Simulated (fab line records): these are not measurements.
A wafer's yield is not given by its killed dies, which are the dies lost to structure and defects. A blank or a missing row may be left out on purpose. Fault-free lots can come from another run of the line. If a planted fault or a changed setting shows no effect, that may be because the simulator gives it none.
fab line records | flow berkeleyCmos170
record: lots: 5 | wafers: 23
route steps=331 shown M2@289 M3@310
startH: the number of hours between the record's first day and the start of the first shown wafer of the lot | waitH: time in hours since the lot's previous step | " repeats the value in the row above | L1.1+2: a row that stands for several wafers | - value missing, or start not given | * or withheld: withheld | < > ~ a bound
route shown NAME@n: names a module that has steps shown in the file, with the first one's number in the route | usual: mean and standard deviation over wafers with no fault | same: alike in all rows | chamber/n: place in a boat | sites: each site's reading | _std_site: their standard deviation | _edge_site: inner sites' mean taken away from outer sites' mean | radiusMm: how far each site lies from the wafer's centre | mask NAME#n: copy n | behind: the last tool/chamber to shape the wafer | hold: the reason the lot was held/the length of the hold in hours/how it ended | device: the n, p or np transistor that did not switch | end of line: at the end of the route, the tests of the same wafers | where a step has no rows: the recipe by itself | killed: at the first sort, the dies lost to defects and structure; wafer yield is something else | map: the dies of a wafer, with x for killed, . for not killed, _ for no die there
set.NAME: the setting as run; set.NAME@STEP: as run at that earlier step | model.NAME: the simulator's own value behind a step, which no gauge read
lots run with intentionally changed settings; tables by step, rows by wafer
== steps ==
step: UCB170_M2_METAL_ETCH_18
recipe: chemistry: Cl2/BCl3 | target: Al | stopOn: SiO2 | pressureMtorr: 12 | targetDepthA: 11700 | overEtchFrac: 0.3 | timeS: 195 | icpW: 600 | biasW: 120 | Cl2_flow_sccm: 90 | bcl3FlowSccm: 45
usual: oesProductAu: 0.855/0.0086
lot.wafer | tool        | chamber | startH | waitH | set.overEtchFrac | set.leaveAboveRefNm@V1_CMP_02 | set.powerW@M2_SPUTTER_01 | oesProductAu | model.SiO2_of_V1_CVD_00.thkNm
L079.2    | rieMetal-01 | 1       | 190.21 | -     | 0.3              | 1000                          | 6000                     | 0.866        | 936.5
L079.5    | "           | 1       | "      | "     | 0.3              | 1000                          | 6000                     | 0.874        | 937.4
L079.6    | "           | 0       | "      | "     | 0.3              | 1000                          | 6000                     | 0.863        | 945.5
L077.1    | rieMetal-04 | 0       | 190.48 | -     | 0.3              | 1075                          | 6000                     | 0.855        | 1009
L077.2    | "           | 1       | "      | "     | 0.2675           | 1000                          | 6000                     | 0.857        | 941.3
L077.3    | "           | 0       | "      | "     | 0.2675           | 1000                          | 6000                     | 0.865        | 936.9
L077.5    | "           | 1       | "      | "     | 0.2675           | 1075                          | 6000                     | 0.852        | 1014
L077.6    | "           | 0       | "      | "     | 0.3              | 1000                          | 6000                     | 0.853        | 934.2
L083.2    | rieMetal-03 | 0       | 199.09 | -     | 0.3              | 1000                          | 6000                     | 0.862        | 937.2
L083.3    | "           | 0       | "      | "     | 0.2719           | 1000                          | 5493                     | 0.830        | -
L083.4    | "           | 0       | "      | "     | 0.3              | 1000                          | 5493                     | 0.817        | -
L083.5    | "           | 0       | "      | "     | 0.2719           | 1000                          | 6000                     | 0.880        | 938.5
L083.6    | "           | 0       | "      | "     | 0.2719           | 1000                          | 6000                     | 0.872        | 938.7
L084.1    | rieMetal-03 | 0       | 212.13 | -     | 0.3              | 1054                          | 6656                     | 0.911        | -
L084.2    | "           | 1       | "      | "     | 0.3              | 1000                          | 6000                     | 0.847        | 941.5
L084.3    | "           | 1       | "      | "     | 0.3              | 1000                          | 6656                     | 0.905        | -
L084.4    | "           | 0       | "      | "     | 0.3              | 1054                          | 6000                     | 0.846        | 990.1
L084.6    | "           | 1       | "      | "     | 0.3              | 1054                          | 6656                     | 0.900        | -
L085.1    | rieMetal-01 | 1       | 212.19 | -     | 0.3              | 941.7                         | 6000                     | 0.860        | 877.6
L085.3    | "           | 1       | "      | "     | 0.3              | 1000                          | 5802                     | 0.834        | 937.6
L085.4    | "           | 0       | "      | "     | 0.3399           | 941.7                         | 6000                     | 0.832        | 879
L085.5    | "           | 1       | "      | "     | 0.3              | 1000                          | 5802                     | 0.840        | 935.8
L085.6    | "           | 0       | "      | "     | 0.3399           | 941.7                         | 5802                     | 0.820        | 879.3
step: UCB170_M3_SPUTTER_01
recipe: material: Al | targetThkNm: 900 | timeS: 120 | powerW: 6000 | chamberPressurePa: 0.5
lot.wafer | tool          | chamber | startH | waitH | set.chamberPressurePa | model.Al_of_M3_SPUTTER_01.thkNm
L079.2    | pvdSputter-02 | -       | 194.31 | 0.0   | 0.5                   | 900.3
L079.5    | "             | -       | "      | "     | 0.5                   | 879.7
L079.6    | "             | -       | "      | "     | 0.5                   | 905.5
L077.1    | pvdSputter-03 | -       | 194.51 | 0.0   | 0.5                   | 897.4
L077.2    | "             | -       | "      | "     | 0.5                   | 894.4
L077.3    | "             | -       | "      | "     | 0.5                   | 900.8
L077.5    | "             | -       | "      | "     | 0.5                   | 902.4
L077.6    | "             | -       | "      | "     | 0.5                   | 891.6
L083.2    | pvdSputter-01 | -       | 202.15 | 0.0   | 0.5744                | 853
L083.3    | "             | -       | "      | "     | 0.5744                | 862.6
L083.4    | "             | -       | "      | "     | 0.5744                | 858.8
L083.5    | "             | -       | "      | "     | 0.5744                | 859.7
L083.6    | "             | -       | "      | "     | 0.5744                | 855
L084.1    | pvdSputter-01 | -       | 217.20 | 0.0   | 0.5224                | 878.4
L084.2    | "             | -       | "      | "     | 0.5224                | 880.5
L084.3    | "             | -       | "      | "     | 0.5224                | 880
L084.4    | "             | -       | "      | "     | 0.5224                | 878.3
L084.6    | "             | -       | "      | "     | 0.5224                | 876.7
L085.1    | pvdSputter-02 | -       | 217.55 | 0.0   | 0.4657                | 908.9
L085.3    | "             | -       | "      | "     | 0.4657                | 899.5
L085.4    | "             | -       | "      | "     | 0.4657                | 929.8
L085.5    | "             | -       | "      | "     | 0.4657                | 936.2
L085.6    | "             | -       | "      | "     | 0.4657                | 936.9
== key ==
split: step: UCB170_M2_METAL_ETCH_18 | setting: overEtchFrac | stated: 0.3 | by: wafer
response none clear
split: step: UCB170_M3_SPUTTER_01 | setting: chamberPressurePa | stated: 0.5 | by: lot
response: step: UCB170_M3_SPUTTER_01 | reading: model.Al_of_M3_SPUTTER_01.thkNm | change: -2.94 | per: 1% | r: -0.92
split outsideThisFile step=UCB170_V1_CMP_02 setting=leaveAboveRefNm
split outsideThisFile step=UCB170_M2_SPUTTER_01 setting=powerW
split outsideThisFile: this setting was split too, and the file shows its column; the key of that split is in another file
